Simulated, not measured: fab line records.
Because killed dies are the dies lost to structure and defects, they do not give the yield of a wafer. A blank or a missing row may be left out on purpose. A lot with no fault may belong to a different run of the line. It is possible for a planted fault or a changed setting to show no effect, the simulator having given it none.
Lot-split experiment | flow berkeley cmos170 | 23 wafers read across 5 lots, on a route 331 steps long

== THE SPLIT ITSELF ==
At UCB170_PWELL_ETCH_14 (etches Si3N4 in CH3F/Ar/O2, stops on SiO2, target depth 242 nm, time 151 s), the setting time s was moved away from the recipe's 151 s on 10 of the 23 wafers read, by -12.8% to +14.5%. This setting was run at the recipe's value on the other wafers.

The reading comes from the split's own step.

== THE READING ==
KrF_of_PWELL_COAT_08.thk nm (the simulator's own value, which no gauge read), in nm, at UCB170_PWELL_ETCH_14 (etches Si3N4 in CH3F/Ar/O2, stops on SiO2, target depth 242 nm, time 151 s). No usual value for it is given in the file. Here, 13 wafers ran the recipe; their average is 724.7 nm with a standard deviation of 4.4 nm.

wafer  | tool, chamber at the split | time s as run, s | against the recipe | KrF_of_PWELL_COAT_08.thk nm, nm | against lot-mates on the recipe
L076.3 | rie diel-03, 3             | 151              | recipe             | 724.9                           | -
L076.5 | rie diel-03, 1             | 151              | recipe             | 727.3                           | -
L076.6 | rie diel-03, 0             | 151              | recipe             | 724.4                           | -
L077.1 | rie diel-03, 2             | 151              | recipe             | 724.7                           | -
L077.2 | rie diel-03, 3             | 172.9            | +14.5%             | 700.5                           | -26.7
L077.3 | rie diel-03, 1             | 151              | recipe             | 729.6                           | -
L077.5 | rie diel-03, 0             | 172.9            | +14.5%             | 703.2                           | -24.0
L077.6 | rie diel-03, 1             | 172.9            | +14.5%             | 710.6                           | -16.6
L078.1 | rie diel-02, 0             | 151              | recipe             | 727.8                           | -
L078.3 | rie diel-02, 1             | 151              | recipe             | 730.6                           | -
L078.4 | rie diel-02, 3             | 131.7            | -12.8%             | 749.2                           | +21.8
L078.5 | rie diel-02, 3             | 131.7            | -12.8%             | 749.5                           | +22.1
L078.6 | rie diel-02, 0             | 151              | recipe             | 723.7                           | -
L080.1 | rie diel-02, 0             | 132.5            | -12.3%             | 738.6                           | +20.0
L080.2 | rie diel-02, 1             | 151              | recipe             | 722.7                           | -
L080.3 | rie diel-02, 3             | 132.5            | -12.3%             | 741.5                           | +22.9
L080.4 | rie diel-02, 2             | 151              | recipe             | 713                             | -
L080.5 | rie diel-02, 0             | 151              | recipe             | 720                             | -
L083.2 | rie diel-01, 1             | 151              | recipe             | 727.9                           | -
L083.3 | rie diel-01, 2             | 163.9            | +8.5%              | 712.7                           | -13.4
L083.4 | rie diel-01, 3             | 163.9            | +8.5%              | 708.5                           | -17.6
L083.5 | rie diel-01, 2             | 151              | recipe             | 724.4                           | -
L083.6 | rie diel-01, 3             | 163.9            | +8.5%              | 711.8                           | -14.4

FIT RESULTS
A straight line over all 23 wafers: KrF_of_PWELL_COAT_08.thk nm changes by -1.51 nm for each +1% of time s; r = -0.94; the points scatter about the line by 4.4 nm.
The same after taking each lot's own level away (the mean of its wafers on the recipe; 23 wafers): -1.66 nm for each +1%; r = -0.98; scatter 2.9 nm.
The reading moves by 24 nm for the largest change in time s, on that fit.
Across the lots, their own levels run from 718.57 to 727.37 nm, a range of 2.0 times the standard deviation given above.
The two slopes are in agreement: the lot-to-lot level therefore moves the slope only a little.
Check: with one of the wafers moved furthest among these (+14.5%) left out of the fit, the line predicts -23.3 nm for it against its lot-mates. Against them it came out at -26.7 nm.

== OTHER SPLITS ON THESE WAFERS ==
Note: prior to the reading, these wafers also went through further splits. Each is held against what the fit with the lots' levels taken away leaves over:
other split on the same wafers     | wafers away from the commonest value | r with KrF_of_PWELL_COAT_08.thk nm (lot level and that fit taken away)
UCB170_START_OXIDATION_02 temp c   | 15                                   | -0.03
UCB170_NWELL_COAT_07 resist thk nm | 12                                   | -0.15
UCB170_NWELL_IMPLANT_14 dose cm2   | 11                                   | +0.17

== THE WHOLE CHAIN: every reading that the file lists as answering this split, in the file's order ==
step                  | what it does                                                               | reading                                                                      | change (the file's fit)              | r (the file's)
UCB170_PWELL_ETCH_14  | etches Si3N4 in CH3F/Ar/O2, stops on SiO2, target depth 242 nm, time 151 s | KrF_of_PWELL_COAT_08.thk nm (the simulator's own value, which no gauge read) | -1.67 nm for each +1% of the setting | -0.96
UCB170_PWELL_STRIP_16 | strips in O2                                                               | strip time to endpoint s                                                     | withheld for each +1% of the setting | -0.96

== FILE'S OWN FIT ==
KrF_of_PWELL_COAT_08.thk nm changes by -1.67 nm for each +1% of time s, r = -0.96.
